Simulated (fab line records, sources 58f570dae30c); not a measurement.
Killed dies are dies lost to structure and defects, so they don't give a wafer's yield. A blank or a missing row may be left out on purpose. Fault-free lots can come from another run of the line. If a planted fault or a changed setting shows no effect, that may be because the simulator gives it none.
Which tool is to blame?	flow berkeleyCmos170	15 lots, 45 wafers sampled, at 6 steps of a route of 331

## WHAT THE GAUGES READ, wafer by wafer
UCB170_M2_THK_MEAS_03: measures by xrf. Usual: for M2_AL_THK the level is 899 nm and the standard deviation is 15.
lot	measured	on	M2_AL_THK (nm)	flag
L449	day 7 18:25	filmMetro-03	896 900 898	
L452	day 8 05:49	filmMetro-03	918 911 906	
L453	day 8 06:04	filmMetro-02	893 888 888	
L454	day 8 16:00	filmMetro-04	896 901 884	
L455	day 8 22:56	filmMetro-02	918 909 920	
L457	day 9 03:32	filmMetro-04	908 904 898	
L461	day 9 12:28	filmMetro-04	890 901 889	
L459	day 9 14:29	filmMetro-02	910 922 912	
L460	day 9 15:06	filmMetro-02	913 910 910	
L466	day 10 19:35	filmMetro-02	908 916 910	
L465	day 10 19:56	filmMetro-04	892 867 873	
L470	day 11 19:10	filmMetro-02	898 897 898	
L469	day 11 19:26	filmMetro-04	905 905 911	
L468	day 11 19:35	filmMetro-02	918 931 932	
L471	day 12 08:11	filmMetro-03	867 874 880	

UCB170_M2_CD_MEAS_15 targets a cd of 700 nm. Usual: 700.2 nm for cdNm, sd 1.6.
lot	measured	on	cdNm (nm)	flag
L449	day 7 20:59	cdSem-01	701.6 701.7 699.2	
L452	day 8 08:05	cdSem-01	702.1 701.6 700.8	
L453	day 8 08:20	cdSem-02	699.1 699.4 698.4	
L454	day 8 17:45	cdSem-02	698.0 699.0 696.6	
L455	day 9 01:10	cdSem-01	700.0 700.0 699.5	
L457	day 9 05:18	cdSem-02	698.1 696.6 697.4	
L461	day 9 14:33	cdSem-02	700.1 699.5 699.6	
L459	day 9 16:40	cdSem-02	700.5 700.4 699.8	
L460	day 9 16:58	cdSem-01	701.7 701.3 701.4	
L466	day 10 22:19	cdSem-02	702.8 702.1 701.3	
L465	day 10 22:55	cdSem-02	698.9 699.5 697.6	
L470	day 11 21:10	cdSem-01	701.7 700.9 700.1	
L469	day 11 21:22	cdSem-02	701.6 703.6 702.2	
L468	day 11 21:45	cdSem-02	701.2 701.6 700.1	
L471	day 12 10:43	cdSem-02	700.9 699.8 700.1	

UCB170_M3_CD_MEAS_90 targets a cd of 700 nm. Usual: 700 nm for cdNm, sd 3.5.
lot	measured	on	cdNm (nm)	flag
L449	day 8 02:29	cdSem-01	703 702 694	
L452	day 8 15:15	cdSem-02	708 709 708	
L453	day 8 19:01	cdSem-01	706 701 703	
L454	day 8 23:24	cdSem-02	700 700 699	
L455	day 9 07:46	cdSem-01	702 704 703	
L457	day 9 11:48	cdSem-02	- - -	OFF
L461	day 9 20:16	cdSem-01	- - -	OFF
L459	day 9 23:08	cdSem-02	- - -	OFF
L460	day 9 23:10	cdSem-01	698 699 696	
L466	day 11 06:28	cdSem-02	693 695 698	
L465	day 11 06:57	cdSem-02	699 695 699	
L470	day 12 04:19	cdSem-01	703 697 703	
L469	day 12 04:29	cdSem-02	701 706 699	
L468	day 12 05:14	cdSem-01	699 700 701	
L471	day 12 18:34	cdSem-01	704 703 707	

## WHAT TOOL EACH LOT RAN ON (gives the tool, then ch and the chambers of the sampled wafers, and finally the start)
lot	UCB170_V1_ETCH_14	UCB170_M3_METAL_ETCH_18	UCB170_M3_STRIP_19
L449	rieDiel-04 ch 1,3, day 7 17:45	rieMetal-04 ch 0,1, day 8 02:08	plasmaAsher-04 ch 0,1, day 8 02:23
L452	rieDiel-01 ch 1,2, day 8 05:08	rieMetal-02 ch 1, day 8 14:56	plasmaAsher-01 ch 0, day 8 15:08
L453	rieDiel-04 ch 1,2, day 8 05:24	rieMetal-02 ch 0,1, day 8 18:44	plasmaAsher-01 ch 0, day 8 18:55
L454	rieDiel-02 ch 1,3, day 8 15:14	rieMetal-03 ch 0,1, day 8 23:07	plasmaAsher-01 ch 0,1, day 8 23:18
L455	rieDiel-04 ch 0,1,3, day 8 22:16	rieMetal-02 ch 0,1, day 9 07:28	plasmaAsher-04 ch 0,1, day 9 07:40
L457	rieDiel-04 ch 0,1,2, day 9 02:52	rieMetal-03 ch 0,1, day 9 11:31	plasmaAsher-01 ch 0,1, day 9 11:41
L461	rieDiel-04 ch 0,1,3, day 9 11:44	rieMetal-02 ch 0,1, day 9 19:59	plasmaAsher-02 ch 0,1, day 9 20:08
L459	rieDiel-02 ch 1,3, day 9 13:49	rieMetal-04 ch 0,1, day 9 22:50	plasmaAsher-02 ch 0, day 9 23:01
L460	rieDiel-01 ch 0,1, day 9 14:25	rieMetal-03 ch 0,1, day 9 22:54	plasmaAsher-04 ch 0,1, day 9 23:04
L466	rieDiel-02 ch 1,2, day 10 18:55	rieMetal-03 ch 1, day 11 06:10	plasmaAsher-01 ch 1, day 11 06:21
L465	rieDiel-04 ch 0,1,3, day 10 19:14	rieMetal-03 ch 0,1, day 11 06:41	plasmaAsher-01 ch 0,1, day 11 06:51
L470	rieDiel-04 ch 2,3, day 11 18:28	rieMetal-03 ch 0,1, day 12 04:03	plasmaAsher-04 ch 0,1, day 12 04:13
L469	rieDiel-01 ch 0,1, day 11 18:44	rieMetal-04 ch 0,1, day 12 04:05	plasmaAsher-01 ch 0,1, day 12 04:17
L468	rieDiel-02 ch 1,2,3, day 11 18:53	rieMetal-02 ch 0, day 12 04:46	plasmaAsher-02 ch 0,1, day 12 05:08
L471	rieDiel-01 ch 0,1,3, day 12 07:31	rieMetal-02 ch 0,1, day 12 18:17	plasmaAsher-02 ch 0,1, day 12 18:28
- UCB170_V1_ETCH_14: etches SiO2 in CHF3/CF4/Ar, stops on Al, target depth 1250 nm, time 291 s.
- UCB170_M3_METAL_ETCH_18: etches Al in Cl2/BCl3, stops on SiO2, target depth 1170 nm, time 195 s.
- UCB170_M3_STRIP_19: strips in O2.

## WHAT THE TOOLS THEMSELVES READ (means of the sampled wafers that have a number; where no wafer has one, the mark that the record gives instead)
UCB170_V1_ETCH_14. Usual: CHF3_flow_sccm 45.01 sccm, standard deviation 0.13; cf4FlowSccm 15.00 sccm, standard deviation 0.047; drypumpMotorCurrentA 5.9 A, standard deviation 0.4; oesProductAu 0.874 a.u., standard deviation 0.013; throttleValvePct 6.97 %, standard deviation 0.11.
lot	tool	CHF3_flow_sccm (sccm)	cf4FlowSccm (sccm)	drypumpMotorCurrentA (A)	oesProductAu (a.u.)	throttleValvePct (%)	flag
L449	rieDiel-04	45.04	14.96	6.6	0.877	6.84	
L452	rieDiel-01	45.05	14.97	5.7	0.876	7.05	
L453	rieDiel-04	45.01	15.04	6.0	0.883	6.84	
L454	rieDiel-02	45.18	14.99	5.9	0.862	7.03	
L455	rieDiel-04	44.99	15.02	6.1	0.885	6.91	
L457	rieDiel-04	45.03	14.98	5.7	0.884	6.91	
L461	rieDiel-04	45.06	15.00	6.1	0.889	6.92	
L459	rieDiel-02	44.86	15.02	5.9	0.861	7.01	
L460	rieDiel-01	45.00	15.03	5.6	0.882	6.92	
L466	rieDiel-02	45.08	15.00	5.7	0.875	7.02	
L465	rieDiel-04	45.17	15.06	6.1	0.881	6.92	
L470	rieDiel-04	44.83	14.98	6.1	0.878	6.85	
L469	rieDiel-01	44.99	15.03	5.6	0.880	6.92	
L468	rieDiel-02	45.04	15.02	5.8	0.876	7.03	
L471	rieDiel-01	44.97	15.03	5.8	0.871	7.01	

UCB170_M3_METAL_ETCH_18. Usual: bcl3FlowSccm 45.02 sccm, standard deviation 0.13; biasW 120.0 W, standard deviation 0.35; drypumpMotorCurrentA 5.7 A, standard deviation 0.59; oesProductAu 0.874 a.u., standard deviation 0.014; throttleValvePct 24.67 %, standard deviation 0.088.
lot	tool	bcl3FlowSccm (sccm)	biasW (W)	drypumpMotorCurrentA (A)	oesProductAu (a.u.)	throttleValvePct (%)	flag
L449	rieMetal-04	44.97	120.2	6.1	0.884	24.76	
L452	rieMetal-02	45.07	119.9	6.2	0.859	24.67	
L453	rieMetal-02	44.91	120.3	6.1	0.868	24.69	
L454	rieMetal-03	44.98	120.0	5.2	0.881	24.67	
L455	rieMetal-02	45.01	119.7	6.1	0.877	24.68	
L457	rieMetal-03	-	-	-	-	-	OFF
L461	rieMetal-02	-	-	-	-	-	OFF
L459	rieMetal-04	-	-	-	-	-	OFF
L460	rieMetal-03	44.99	119.6	5.0	0.873	24.62	
L466	rieMetal-03	45.17	120.0	4.8	0.901	24.54	
L465	rieMetal-03	44.80	119.8	5.2	0.870	24.67	
L470	rieMetal-03	45.01	120.0	5.2	0.871	24.68	
L469	rieMetal-04	45.13	120.3	6.4	0.877	24.80	
L468	rieMetal-02	44.93	119.9	6.1	0.870	24.68	
L471	rieMetal-02	44.88	119.8	6.1	0.883	24.51	

UCB170_M3_STRIP_19. Usual: drypumpMotorCurrentA 5.9 A, standard deviation 0.46; oesProductAu 0.541 a.u., standard deviation 0.018.
lot	tool	drypumpMotorCurrentA (A)	oesProductAu (a.u.)	flag
L449	plasmaAsher-04	6.4	0.563	
L452	plasmaAsher-01	5.3	0.568	
L453	plasmaAsher-01	5.3	0.535	
L454	plasmaAsher-01	6.1	0.551	
L455	plasmaAsher-04	6.4	0.539	
L457	plasmaAsher-01	5.7	0.723	OFF
L461	plasmaAsher-02	5.7	0.728	OFF
L459	plasmaAsher-02	5.6	0.722	OFF
L460	plasmaAsher-04	6.1	0.544	
L466	plasmaAsher-01	6.5	0.537	
L465	plasmaAsher-01	6.1	0.539	
L470	plasmaAsher-04	6.4	0.544	
L469	plasmaAsher-01	5.7	0.537	
L468	plasmaAsher-02	5.7	0.538	
L471	plasmaAsher-02	5.7	0.544	

## THE ANSWER, worked out from the rows above alone
Rule: lot off if the mean of its wafers having a number is beyond 3 standard deviations from the usual mean. Also off: a lot with no number at a reading for which 4 or more lots have one. All remaining lots with rows at the step are treated as sound. First the gauges in route order, then the tools' own readings, where a lot's mean is used as printed above. The first step at which some lot is off is used, and at that step the reading that is off furthest; a lot without a number counts as furthest.
Off: L457, L461, L459, at UCB170_M3_CD_MEAS_90 (cdNm). Without a number there: L457, L461, L459.
A tool fits if, at a process step before that reading, it ran every lot that is off, and no sound lot after the first of them. Not tried: the gauges at UCB170_M3_CD_MEAS_90; whatever is off there is also off at UCB170_M3_METAL_ETCH_18, on other tools, and gauge error can't account for it. No candidate that was tried fits.

## WHAT THE SIMULATOR PUT IN
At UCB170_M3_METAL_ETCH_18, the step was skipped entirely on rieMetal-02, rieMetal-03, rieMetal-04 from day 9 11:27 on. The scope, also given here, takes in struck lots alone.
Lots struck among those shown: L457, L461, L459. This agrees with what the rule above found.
